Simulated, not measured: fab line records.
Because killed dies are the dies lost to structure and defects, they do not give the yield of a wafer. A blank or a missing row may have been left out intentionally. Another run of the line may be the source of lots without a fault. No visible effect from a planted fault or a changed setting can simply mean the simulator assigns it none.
Code-filled problem report in 8D (eight disciplines) form -- flow berkeley cmos170 -- the parts of the form that need people (team, actions taken, sign-off) are left out

== 1. THE PROBLEM ==
SPACER_TEOS_THK at UCB170_SPACER_THK_MEAS_01 reads a mean of 250 nm on 2 wafers of 1 lot; wafers without a fault read 375 nm with a standard deviation of 5. Measured from the usual mean, that is -25 standard deviations.
First observed at day 9 22:49: wafer L313.3, on film metro-02. The record has a number at this step for 39 wafers belonging to 13 lots. The rule behind "out" and "out of limits": a value lying over 4 standard deviations away from the usual mean. All remaining wafers that have a number are taken as sound.

== 2. WHAT THIS IS AND IS NOT ==
question,is,is not
which readings at this step,SPACER_TEOS_THK,-
which lots,L313,"L295, L297, L298, L299, L300, L301, L302, L303, L304, L305, L306, L316"
which wafers of those lots,"L313.3, L313.6",L313.5
read on which gauges,film metro-02,"film metro-03, film metro-04"
when,from day 9 22:49,up to then (34 sound wafers); but 3 sound wafers of L316 came after

== 3. WHAT RULES OUT EACH SUSPECT ==
Counting: any tool at a process step up to the reading remains a suspect provided it ran every lot that is out. Sound lots after the first of them don't rule it out here, since some wafers of a struck lot are sound.
- the gauge at UCB170_SPACER_THK_MEAS_01: ruled out. All the wafers that are out were read on film metro-02, but those of them that UCB170_SPACER_ETCHBACK_03 has rows for are out there too, on other tools.
- pecvd-03 at UCB170_SPACER_CVD_00 (deposits SiO2 from TEOS/O2, target thk 376 nm, time 47 s): kept. It processed L313, the lot that is out, at day 9 22:46, and its most recent sound lot before then was L305 at day 8 06:56.
- At UCB170_SPACER_CVD_00 on pecvd-03, chamber 2 took the sound wafers of the same lots and chamber 0 took the wafers that are out.
Remaining after the count: pecvd-03 at UCB170_SPACER_CVD_00.

== 4. THE CAUSE (what the simulator had put in) ==
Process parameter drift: pecvd-03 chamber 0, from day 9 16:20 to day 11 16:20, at UCB170_SPACER_CVD_00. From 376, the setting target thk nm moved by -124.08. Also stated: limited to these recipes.
The count eliminated every tool but this one.

== 5. SEQUENCE OF EFFECTS, ordered by route ==
Each row: a reading where the mean over the struck wafers with a number is more than 3 standard deviations away from the usual. Readings are gone through only where the record gives a usual standard deviation; hours: the median, over the lots, of the time from a lot's start at the first step in this table giving one to that lot's start at this step; sigmas: the change measured in usual standard deviations.
hours,step,reading,usual,on struck wafers,change,sigmas
0,UCB170_SPACER_THK_MEAS_01,SPACER_TEOS_THK,375 nm,250,-125,-25
4,UCB170_SPACER_ETCHBACK_03,oes product au,0.897 a.u.,0.672,-0.225,-16
It contains these process steps:
- UCB170_SPACER_ETCHBACK_03: etches SiO2 in CHF3/CF4/Ar, stops on Si, target depth 376 nm, time 100 s.
Later measuring or inspecting steps at which every struck wafer that the step has a row for has a number for every such reading, and none has moved that far: UCB170_V2_CD_MEAS_12, UCB170_V2_OVL_MEAS_13.

== 6. WHAT WOULD HAVE CAUGHT IT SOONER ==
6 hours passed between the start of the fault at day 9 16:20 and the first reading out of limits at a measuring or inspecting step in this record, taken at day 9 22:49.
Of the tool readings at UCB170_SPACER_CVD_00 for which the record gives a usual standard deviation, none was out on any struck wafer, so an alarm limit of 4 standard deviations on them would not have fired.
All the lots that are out (1) had begun UCB170_SPACER_CVD_00 on pecvd-03 by day 9 22:49. Tool hold at that time: it would have spared none of them.
